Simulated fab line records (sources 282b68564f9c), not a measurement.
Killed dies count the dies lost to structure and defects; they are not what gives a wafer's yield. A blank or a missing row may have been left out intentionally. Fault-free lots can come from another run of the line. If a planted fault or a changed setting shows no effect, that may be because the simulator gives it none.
Which tool did it? + flow rit_cmos + 14 lots with 42 wafers sampled at 4 steps, on a route of 202 steps

== WHAT THE GAUGES READ, wafer by wafer ==
RIT_NRETRO_TW_MEAS_10.
| lot  | measured    | on            | NRETRO_TW      |
|------|-------------|---------------|----------------|
| L212 | day 2 16:08 | film_metro-02 | 1052 1053 1044 |
| L213 | day 2 20:14 | film_metro-02 | 1047 1045 1034 |
| L214 | day 2 22:37 | film_metro-02 | 1042 1049 1046 |
| L215 | day 3 03:37 | film_metro-02 | 1041 1043 1045 |
| L217 | day 3 11:41 | film_metro-02 | 1041 1042 1040 |
| L218 | day 3 22:22 | film_metro-03 | 1042 1040 1041 |
| L221 | day 4 12:27 | film_metro-03 | 1038 1039 1031 |
| L220 | day 4 12:33 | film_metro-02 | 1040 1040 1052 |
| L222 | day 4 18:35 | film_metro-01 | 1067 1067 1069 |
| L223 | day 4 19:47 | film_metro-03 | 1033 1032 1036 |
| L228 | day 5 22:49 | film_metro-01 | 1064 1059 1064 |
| L232 | day 6 18:43 | film_metro-03 | 1035 1048 1044 |
| L233 | day 7 00:29 | film_metro-02 | 2174 2168 2172 |
| L234 | day 7 06:46 | film_metro-03 | 2156 2170 2165 |

RIT_NLDD_TW_MEAS_10.
| lot  | measured    | on            | NLDD_TW        |
|------|-------------|---------------|----------------|
| L212 | day 3 05:46 | film_metro-03 | 2474 2470 2463 |
| L213 | day 3 09:20 | film_metro-03 | 2458 2449 2462 |
| L214 | day 3 12:31 | film_metro-02 | 2468 2474 2470 |
| L215 | day 4 00:43 | film_metro-01 | 2520 2509 2509 |
| L217 | day 4 07:14 | film_metro-01 | 2524 2503 2519 |
| L218 | day 4 10:56 | film_metro-02 | 2477 2479 2470 |
| L221 | day 5 03:16 | film_metro-01 | 2518 2513 2505 |
| L220 | day 5 05:35 | film_metro-03 | 2448 2459 2466 |
| L222 | day 5 07:16 | film_metro-01 | 2505 2504 2502 |
| L223 | day 5 10:19 | film_metro-02 | 2486 2477 2490 |
| L228 | day 6 13:38 | film_metro-02 | 2463 2459 2458 |
| L232 | day 7 15:20 | film_metro-02 | 2483 2464 2486 |
| L233 | day 7 19:11 | film_metro-01 | 2514 2512 2509 |
| L234 | day 7 21:55 | film_metro-01 | 2504 2521 2517 |

== TOOL THAT RAN EACH LOT (tool first, then ch and the chambers of the sampled wafers, then the start) ==
| lot  | RIT_PWELL_STRIP_09                  | RIT_NRETRO_IMPLANT_08          |
|------|-------------------------------------|--------------------------------|
| L212 | plasma_asher-03 ch 0,1, day 2 08:25 | implanter-04 ch 0, day 2 15:50 |
| L213 | plasma_asher-04 ch 0,1, day 2 12:03 | implanter-01 ch 0, day 2 19:55 |
| L214 | plasma_asher-02 ch 0,1, day 2 14:59 | implanter-04 ch 0, day 2 22:17 |
| L215 | plasma_asher-03 ch 0,1, day 2 19:39 | implanter-04 ch 0, day 3 03:17 |
| L217 | plasma_asher-02 ch 0,1, day 3 04:32 | implanter-04 ch 0, day 3 11:23 |
| L218 | plasma_asher-04 ch 0,1, day 3 12:37 | implanter-04 ch 0, day 3 22:03 |
| L221 | plasma_asher-03 ch 0,1, day 4 04:28 | implanter-01 ch 0, day 4 12:08 |
| L220 | plasma_asher-02 ch 0,1, day 4 04:48 | implanter-02 ch 0, day 4 12:15 |
| L222 | plasma_asher-02 ch 0,1, day 4 11:20 | implanter-01 ch 0, day 4 18:17 |
| L223 | plasma_asher-02 ch 0,1, day 4 12:36 | implanter-04 ch 0, day 4 19:29 |
| L228 | plasma_asher-02 ch 0,1, day 5 15:33 | implanter-02 ch 0, day 5 22:31 |
| L232 | plasma_asher-02 ch 1, day 6 09:04   | implanter-01 ch 0, day 6 18:23 |
| L233 | plasma_asher-03 ch 0,1, day 6 17:19 | implanter-04 ch 0, day 7 00:10 |
| L234 | plasma_asher-03 ch 0,1, day 6 20:16 | implanter-04 ch 0, day 7 06:26 |
- RIT_PWELL_STRIP_09: strips in O2, time 180 s.
- RIT_NRETRO_IMPLANT_08

== AS READ BY THE TOOLS THEMSELVES (means over the sampled wafers that have a number; for cases with no such wafer, the mark the record gives instead) ==
RIT_PWELL_STRIP_09.
| lot  | tool            | drypump_motor_current_A (A) | rf_refl_power_W (W) |
|------|-----------------|-----------------------------|---------------------|
| L212 | plasma_asher-03 | 5.54                        | 8.4                 |
| L213 | plasma_asher-04 | 5.49                        | 6.6                 |
| L214 | plasma_asher-02 | 6.07                        | 6.1                 |
| L215 | plasma_asher-03 | 5.53                        | 8.5                 |
| L217 | plasma_asher-02 | 6.07                        | 6.0                 |
| L218 | plasma_asher-04 | 5.50                        | 6.7                 |
| L221 | plasma_asher-03 | 5.55                        | 8.4                 |
| L220 | plasma_asher-02 | 5.99                        | 6.0                 |
| L222 | plasma_asher-02 | 6.09                        | 6.0                 |
| L223 | plasma_asher-02 | 6.07                        | 6.1                 |
| L228 | plasma_asher-02 | 5.98                        | 6.0                 |
| L232 | plasma_asher-02 | 5.91                        | 6.1                 |
| L233 | plasma_asher-03 | 5.75                        | 7.6                 |
| L234 | plasma_asher-03 | 5.55                        | 8.3                 |

RIT_NRETRO_IMPLANT_08.
| lot  | tool         | beam_energy_keV | dose_ions_cm2 | end_station_pressure_torr (Torr) | faraday_current_uA |
|------|--------------|-----------------|---------------|----------------------------------|--------------------|
| L212 | implanter-04 | 70.017          | 1e+13         | 4.86e-06                         | 32.0               |
| L213 | implanter-01 | 69.986          | 1e+13         | 5.00e-06                         | 32.4               |
| L214 | implanter-04 | 70.019          | 1e+13         | 4.98e-06                         | 31.0               |
| L215 | implanter-04 | 70.045          | 1e+13         | 5.10e-06                         | 30.9               |
| L217 | implanter-04 | 70.039          | 1e+13         | 5.09e-06                         | 31.5               |
| L218 | implanter-04 | 70.005          | 1e+13         | 5.04e-06                         | 31.6               |
| L221 | implanter-01 | 69.975          | 1e+13         | 5.05e-06                         | 32.2               |
| L220 | implanter-02 | 69.994          | 1e+13         | 5.07e-06                         | 31.7               |
| L222 | implanter-01 | 69.983          | 1e+13         | 4.95e-06                         | 31.6               |
| L223 | implanter-04 | 69.983          | 1e+13         | 5.00e-06                         | 31.6               |
| L228 | implanter-02 | 69.988          | 1e+13         | 5.14e-06                         | 31.8               |
| L232 | implanter-01 | 70.008          | 1e+13         | 4.99e-06                         | 32.5               |
| L233 | implanter-04 | 69.962          | 1e+14         | 5.46e-06                         | 319.4              |
| L234 | implanter-04 | 69.995          | 1e+14         | 5.34e-06                         | 321.9              |

== THE ANSWER, worked out from the rows above alone ==
Rule: usual is defined by the lots themselves. Put in order of their means at a reading, lots are off if they are a third of the lots or fewer, leave a main group of 4 or more, and stand apart from it by a gap of 3 or more times the standard deviation of the main group's means; of several such gaps the widest counts. A main group is skipped when, at the precision printed for the reading in the tables above, its means are all equal. Also off: a lot with no number at a reading for which 4 or more lots have one. All remaining lots with rows at the step are treated as sound. Order of review: gauges by route order, followed by the tools' own readings, for which a lot's mean as printed above is used. The first step at which some lot is off is used, and at that step the reading that is off furthest; a lot without a number counts as furthest.
Off: at RIT_NRETRO_TW_MEAS_10 (NRETRO_TW), L233, L234. Main group: mean 1046, sd 9.5.
If a tool, at a process step before that reading, ran all the lots that are off and no sound lot after the first of them, it fits. The gauges at RIT_NRETRO_TW_MEAS_10 aren't tried: what is off there is off at RIT_NRETRO_IMPLANT_08 too, on other tools, and a gauge's error can't cause that. Can't be told from this: 2 tools fit, plasma_asher-03 at RIT_PWELL_STRIP_09, implanter-04 at RIT_NRETRO_IMPLANT_08.

== WHAT WAS PUT IN BY THE SIMULATOR ==
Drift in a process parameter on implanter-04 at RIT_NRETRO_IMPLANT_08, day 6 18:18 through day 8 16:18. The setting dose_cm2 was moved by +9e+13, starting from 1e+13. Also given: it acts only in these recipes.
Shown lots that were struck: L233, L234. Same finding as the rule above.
